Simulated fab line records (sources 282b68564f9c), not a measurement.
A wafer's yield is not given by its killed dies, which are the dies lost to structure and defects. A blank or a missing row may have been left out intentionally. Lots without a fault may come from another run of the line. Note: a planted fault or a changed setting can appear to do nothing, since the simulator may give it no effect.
Which tool did it? || flow rit cmos || Sampling: 7 lots, 21 wafers, 2 of 202 route steps

## WHAT EACH GAUGE READ, for each wafer
RIT_WELLDRIVE_RS_MEAS_02: measurement is done with a four-point probe.
{"lot": "L493", "measured": "day 2 12:45", "on": "film metro-04", "PWELL_RS (ohm/sq)": "429.1 429.1 428.5"}
{"lot": "L495", "measured": "day 2 20:41", "on": "film metro-03", "PWELL_RS (ohm/sq)": "430.4 428.6 429.7"}
{"lot": "L501", "measured": "day 4 03:33", "on": "film metro-03", "PWELL_RS (ohm/sq)": "464.0 464.0 464.5"}
{"lot": "L505", "measured": "day 4 21:08", "on": "film metro-03", "PWELL_RS (ohm/sq)": "428.2 428.3 429.0"}
{"lot": "L509", "measured": "day 5 19:37", "on": "film metro-03", "PWELL_RS (ohm/sq)": "429.4 428.9 429.7"}
{"lot": "L512", "measured": "day 6 16:44", "on": "film metro-01", "PWELL_RS (ohm/sq)": "428.3 429.9 429.9"}
{"lot": "L515", "measured": "day 7 03:20", "on": "film metro-01", "PWELL_RS (ohm/sq)": "429.1 429.1 430.0"}

## EACH LOT AND THE TOOL THAT RAN IT (in order: tool; ch and the chambers of the sampled wafers; start)
{"lot": "L493", "RIT_PWELL_IMPLANT_08": "implanter-03 ch 0, day 2 06:59"}
{"lot": "L495", "RIT_PWELL_IMPLANT_08": "implanter-03 ch 0, day 2 14:41"}
{"lot": "L501", "RIT_PWELL_IMPLANT_08": "implanter-04 ch 0, day 3 21:44"}
{"lot": "L505", "RIT_PWELL_IMPLANT_08": "implanter-01 ch 0, day 4 15:33"}
{"lot": "L509", "RIT_PWELL_IMPLANT_08": "implanter-03 ch 0, day 5 13:44"}
{"lot": "L512", "RIT_PWELL_IMPLANT_08": "implanter-04 ch 0, day 6 09:59"}
{"lot": "L515", "RIT_PWELL_IMPLANT_08": "implanter-04 ch 0, day 6 21:44"}
- RIT_PWELL_IMPLANT_08

## THE ANSWER, worked out from the rows above alone
Rule: what is usual is taken from the lots themselves. The widest of any qualifying gaps counts: lots, ordered by their means at a reading, are off when they make up no more than a third of the lots, leave a main group of 4 or more, and stand apart from it by 3 or more times the standard deviation of that group's means. If all means in a main group match to the digits the tables above print for the reading, that group is not used. A lot without any number at a reading at which 4 lots or more have one is off too. All remaining lots with rows at the step are treated as sound.
Off: L501, at RIT_WELLDRIVE_RS_MEAS_02 (PWELL_RS). Mean 429.2 ohm/sq and standard deviation 0.36 in the main group.
If a tool, at a process step before that reading, ran all the lots that are off and no sound lot after the first of them, it fits. The gauges at RIT_WELLDRIVE_RS_MEAS_02 are tried like those tools. Not one of the candidates tried fits.

## WHAT THE SIMULATOR PUT IN
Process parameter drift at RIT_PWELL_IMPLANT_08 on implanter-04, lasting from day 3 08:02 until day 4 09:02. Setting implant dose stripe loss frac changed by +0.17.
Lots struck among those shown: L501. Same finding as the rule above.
